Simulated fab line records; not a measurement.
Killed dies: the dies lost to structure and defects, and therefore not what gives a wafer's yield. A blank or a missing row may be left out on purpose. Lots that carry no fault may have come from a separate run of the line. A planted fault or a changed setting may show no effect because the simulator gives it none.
One fault seen from 2 desks + flow rit_cmos + numbers are kept per desk, each desk with only its own; the story behind them comes last

TOOL OWNER'S DESK, implanter-03
RIT_PRETRO_IMPLANT_08, tool's own readings: per-lot mean of the sampled wafers with a number, covering each lot this tool ran. If a lot's mean is further than 4 standard deviations from the usual mean, the lot is out of limits and carries the mark OUT (the distance appears in the brackets).
Columns: A = beam_energy_keV at RIT_PRETRO_IMPLANT_08, usual 45.710; B = tilt_deg at RIT_PRETRO_IMPLANT_08, usual 7.003 degrees
| lot  | first seen here | A      | B               |
|------|-----------------|--------|-----------------|
| L250 | day 4 17:49     | 45.717 | 6.983           |
| L252 | day 5 00:02     | 45.715 | 5.269 (-83) OUT |
| L259 | day 6 11:02     | 45.726 | 5.241 (-84) OUT |
This desk's verdict: out of limits on L252, L259, starting with L252 at day 5 00:02 (tilt_deg at RIT_PRETRO_IMPLANT_08). L250 stayed within limits.

METROLOGY DESK
What the gauges read for every lot (on any tool): the sampled wafers with a number, averaged. If a lot's mean is further than 4 standard deviations from the usual mean, the lot is out of limits and carries the mark OUT (the distance appears in the brackets).
Columns: A = NRETRO_TW at RIT_NRETRO_TW_MEAS_10, usual 1048; B = PRETRO_OVL at RIT_PRETRO_OVL_MEAS_06, usual -1.2 nm
| lot  | first seen here | A    | B    |
|------|-----------------|------|------|
| L249 | day 4 08:35     | 1054 | -1.2 |
| L250 | day 4 16:36     | 1054 | -0.7 |
| L252 | day 4 22:41     | 1050 | -0.1 |
| L254 | day 5 11:08     | 1044 | -0.5 |
| L259 | day 6 09:41     | 1045 | -1.1 |
| L262 | day 7 01:47     | 1054 | -4.0 |
Result from this desk: across the 6 lots, nothing is out of limits.

TAKEN TOGETHER
The tool owner's desk had the chance to raise an alarm at day 5 00:02 on L252, L259.
Metrology desk: nothing out of limits seen.
The metrology desk has L252, L259 on record, within its limits.
Every lot named ran RIT_PRETRO_IMPLANT_08 on implanter-03.

WHAT WAS PUT IN BY THE SIMULATOR
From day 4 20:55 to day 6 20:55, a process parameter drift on implanter-03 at RIT_PRETRO_IMPLANT_08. From 7, the setting tilt_deg moved by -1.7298. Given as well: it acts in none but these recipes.
Struck lots among those shown: L252, L259.
How many hours passed from the start of the fault until each desk's first out-of-limits reading: the tool owner's desk, 3.
